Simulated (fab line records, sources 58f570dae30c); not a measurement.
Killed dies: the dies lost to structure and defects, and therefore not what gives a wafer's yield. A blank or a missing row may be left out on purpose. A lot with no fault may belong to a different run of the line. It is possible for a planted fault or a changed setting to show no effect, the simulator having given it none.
Problem report, 8D (eight disciplines) form, completed by code ; flow berkeley cmos170 ; the parts of the form that need people (team, actions taken, sign-off) are left out

== 1. THE PROBLEM ==
heater power total W at UCB170_V1_SOFTBAKE_08 reads a mean of 61.31 W on 9 wafers of 3 lots; wafers without a fault read 56.80 W with a standard deviation of 0.043. So: +99 or more standard deviations from the usual mean.
The step: time 60 s.
Earliest sighting: wafer L355.2 on litho track-01 at day 10 08:17. The record holds 39 wafers of 13 lots with a number at this step. The rule behind "out" and "out of limits": a value lying over 4 standard deviations away from the usual mean. All remaining wafers that have a number are taken as sound.

== 2. WHAT IT IS, AND WHAT IT ISN'T ==
question;is;is not
which readings at this step;heater power total W, run length s;-
which lots;L354, L355, L360;L351, L353, L357, L359, L363, L367, L368, L372, L373, L374
which wafers of those lots;all that have a number;-
read on which tools;litho track-01;litho track-03, litho track-04
when;from day 10 08:17;"up to then (6 sound wafers); but 24 sound wafers of L357, L359, L363, L367, L368, L372, L373, L374 came after"

== 3. WHAT RULES OUT EACH SUSPECT ==
Counting: a tool stays on the suspect list if, at a process step up to the reading, it processed all lots that are out and no sound lot following the first of them.
- litho track-01 at UCB170_V1_SOFTBAKE_08 (time 60 s): kept. All lots that are out passed through it, beginning with L355 at day 10 08:17, and no sound lot followed; its final sound lot before that point was L351 at day 9 07:18. On those wafers its own readings are out: heater power total W, run length s.
Left after counting: litho track-01 at UCB170_V1_SOFTBAKE_08.

== 4. THE CAUSE (what the simulator had put in) ==
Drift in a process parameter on litho track-01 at UCB170_V1_SOFTBAKE_08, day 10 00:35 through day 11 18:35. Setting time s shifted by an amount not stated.
Only this tool survived the counting.

== 5. THE EFFECT CHAIN, in route order ==
Each row: a reading whose mean over the struck wafers that have a number lies more than 3 standard deviations from the usual. Scope: only readings with a usual standard deviation given in the record; hours: median across lots of the time from each lot's start at the first step in this table that gives one to its start at this step; sigmas: change in usual standard deviations.
hours;step;reading;usual;on struck wafers;change;sigmas
0;UCB170_V1_SOFTBAKE_08;heater power total W;56.80 W;61.31;+4.51;+99 or more
0;UCB170_V1_SOFTBAKE_08;run length s;89.17 s;74.65;-14.52;-52
The process steps in it:
- UCB170_V1_SOFTBAKE_08: time 60 s.

== 6. WHAT WOULD HAVE CAUGHT IT SOONER ==
In this record no reading fell out of limits until day 10 08:17, 8 hours after the fault had begun at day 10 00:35.
